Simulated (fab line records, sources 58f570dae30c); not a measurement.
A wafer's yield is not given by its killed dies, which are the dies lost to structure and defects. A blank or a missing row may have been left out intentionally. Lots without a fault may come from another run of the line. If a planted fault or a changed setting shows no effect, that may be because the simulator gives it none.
Which tool was responsible? ; flow berkeley-cmos170 ; 14 lots, 42 wafers sampled, at 4 steps of a route of 331

== WHAT EACH GAUGE READ, for each wafer ==
UCB170_START_THK_MEAS_03. Usual: START_OXIDE_THK 20.0 nm, standard deviation 0.44.
lot;measured;on;START_OXIDE_THK (nm);flag
L443;day 1 13:08;film-metro-04;20.0 20.7 20.6;
L444;day 1 18:34;film-metro-02;19.4 19.6 19.9;
L445;day 1 23:29;film-metro-02;20.4 20.4 20.6;
L446;day 2 05:19;film-metro-04;19.4 19.5 19.8;
L447;day 2 10:46;film-metro-02;20.2 20.0 20.0;
L448;day 2 15:09;film-metro-02;19.8 19.9 19.8;
L451;day 3 04:38;film-metro-02;19.9 20.6 20.1;
L454;day 3 22:44;film-metro-04;20.1 19.9 19.7;
L456;day 4 07:25;film-metro-03;20.0 19.9 20.2;
L457;day 4 12:03;film-metro-03;20.2 20.4 20.2;
L459;day 4 22:45;film-metro-02;20.2 20.3 20.1;
L460;day 5 03:42;film-metro-02;19.1 19.8 19.5;
L465;day 6 03:01;film-metro-04;19.8 19.7 19.6;
L466;day 6 10:08;film-metro-03;19.8 20.3 20.5;

UCB170_PWELL_THK_MEAS_06. Usual: PWELL_NITRIDE_THK 219.0 nm, standard deviation 1.8.
lot;measured;on;PWELL_NITRIDE_THK (nm);flag
L443;day 2 19:26;film-metro-04;221.8 221.6 223.3;
L444;day 3 04:14;film-metro-02;222.2 219.5 220.9;
L445;day 3 04:14;film-metro-01;221.4 220.5 221.1;
L446;day 3 15:06;film-metro-01;219.5 218.4 218.1;
L447;day 3 15:07;film-metro-02;219.7 219.0 218.1;
L448;day 4 07:21;film-metro-02;219.1 218.5 218.1;
L451;day 4 11:49;film-metro-01;220.0 218.2 219.1;
L454;day 5 08:13;film-metro-04;215.6 215.6 216.0;
L456;day 5 16:16;film-metro-01;222.2 222.2 222.0;
L457;day 5 20:06;film-metro-04;218.7 218.9 221.2;
L459;day 6 06:22;film-metro-02;219.8 219.0 217.9;
L460;day 6 14:34;film-metro-04;218.2 219.3 220.6;
L465;day 7 19:05;film-metro-01;217.7 218.5 219.0;
L466;day 8 01:07;film-metro-01;221.7 219.6 218.2;

UCB170_ACTIVE_THK_MEAS_03. Usual: ACTIVE_OXIDE_THK 26.4 nm, standard deviation 0.52.
lot;measured;on;ACTIVE_OXIDE_THK (nm);flag
L443;day 3 20:10;film-metro-03;26.2 26.4 26.3;
L444;day 4 02:45;film-metro-04;26.3 26.0 26.9;
L445;day 4 02:45;film-metro-03;25.5 25.6 25.9;
L446;day 4 11:37;film-metro-04;26.6 25.8 26.2;
L447;day 4 11:38;film-metro-02;26.8 26.5 26.6;
L448;day 5 05:04;film-metro-04;26.6 26.1 26.6;
L451;day 5 09:14;film-metro-03;26.3 26.5 26.3;
L454;day 6 04:43;film-metro-04;27.0 26.7 26.6;
L456;day 6 17:18;film-metro-03;25.9 26.1 25.9;
L457;day 6 17:19;film-metro-04;25.8 25.8 26.1;
L459;day 7 07:54;film-metro-02;26.4 26.4 26.5;
L460;day 7 07:55;film-metro-04;27.4 26.9 27.4;
L465;day 8 13:20;film-metro-02;25.8 25.7 25.8;
L466;day 8 21:31;film-metro-04;26.8 25.9 26.7;

== TOOL THAT RAN EACH LOT (tool first, then ch and the chambers of the sampled wafers, then the start) ==
lot;UCB170_ZERO_ETCH_06
L443;rie-diel-03 ch 0,1,2, day 1 18:33
L444;rie-diel-03 ch 0,2, day 1 22:04
L445;rie-diel-04 ch 1,2,3, day 2 02:59
L446;rie-diel-03 ch 0,1,3, day 2 11:38
L447;rie-diel-04 ch 1,2,3, day 2 15:46
L448;rie-diel-01 ch 0,2,3, day 2 21:43
L451;rie-diel-01 ch 0,1, day 3 08:25
L454;rie-diel-04 ch 0,1, day 4 03:10
L456;rie-diel-03 ch 0,1,2, day 4 11:22
L457;rie-diel-03 ch 2,3, day 4 17:17
L459;rie-diel-01 ch 0,2,3, day 5 03:03
L460;rie-diel-04 ch 0,1,3, day 5 09:55
L465;rie-diel-01 ch 1,2,3, day 6 08:29
L466;rie-diel-01 ch 1,2,3, day 6 17:59
- UCB170_ZERO_ETCH_06: etches SiO2 in CHF3/CF4/Ar, time 12 s.

== WHAT THE TOOLS THEMSELVES READ (means of the sampled wafers that have a number; where no wafer has one, the mark that the record gives instead) ==
UCB170_ZERO_ETCH_06. Usual: drypump-motor-current-A 5.8 A, standard deviation 0.6; mfc-ar-sccm 120.0 sccm, standard deviation 0.35; oes-product-au 0.617 a.u., standard deviation 0.01; throttle-valve-pct 9.23 %, standard deviation 0.097.
lot;tool;drypump-motor-current-A (A);mfc-ar-sccm (sccm);oes-product-au (a.u.);throttle-valve-pct (%);flag
L443;rie-diel-03;5.3;119.8;0.614;9.18;
L444;rie-diel-03;5.0;119.8;0.613;9.20;
L445;rie-diel-04;6.5;120.0;0.615;9.20;
L446;rie-diel-03;5.4;119.8;0.621;9.29;
L447;rie-diel-04;6.5;120.1;0.615;9.20;
L448;rie-diel-01;5.9;119.7;0.621;9.19;
L451;rie-diel-01;5.2;120.4;0.617;9.24;
L454;rie-diel-04;6.4;119.8;0.621;9.22;
L456;rie-diel-03;5.3;119.9;0.580;9.17;OFF
L457;rie-diel-03;4.9;119.9;0.587;9.28;OFF
L459;rie-diel-01;5.9;119.9;0.619;9.18;
L460;rie-diel-04;6.4;119.9;0.613;9.22;
L465;rie-diel-01;5.9;119.9;0.619;9.19;
L466;rie-diel-01;6.0;119.7;0.619;9.19;

== THE ANSWER, worked out from the rows above alone ==
Rule: a lot is off if the mean of its wafers that have a number lies more than 3 standard deviations from the usual mean. A lot without any number at a reading at which 4 lots or more have one is off too. All remaining lots with rows at the step are treated as sound. After the gauges, taken in route order, come the tools' own readings; for these a lot's mean is taken, as printed above. The first step at which some lot is off is used, and at that step the reading that is off furthest; a lot without a number counts as furthest.
Off: L456, L457 (UCB170_ZERO_ETCH_06, oes-product-au).
If a tool, at that step or one of the process steps before it, ran each lot that is off and ran no sound lot following the first of them, it fits. One fits: rie-diel-03 at UCB170_ZERO_ETCH_06. Its last sound lot is L446 (day 2 11:38), its first lot that is off L456 (day 4 11:22): a fault that began between those two fits.
The tool's own readings at UCB170_ZERO_ETCH_06 bear it out: on the lots that are off they differ by more than 5 times the standard deviation of the sound lots' means. oes-product-au reads 0.583 a.u. there against 0.617 a.u. on the sound lots.

== WHAT HAD BEEN PUT IN BY THE SIMULATOR ==
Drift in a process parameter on rie-diel-03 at UCB170_ZERO_ETCH_06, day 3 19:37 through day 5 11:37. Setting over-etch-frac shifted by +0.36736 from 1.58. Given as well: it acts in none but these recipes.
Shown lots that were struck: L456, L457. The rule given above showed the same thing.
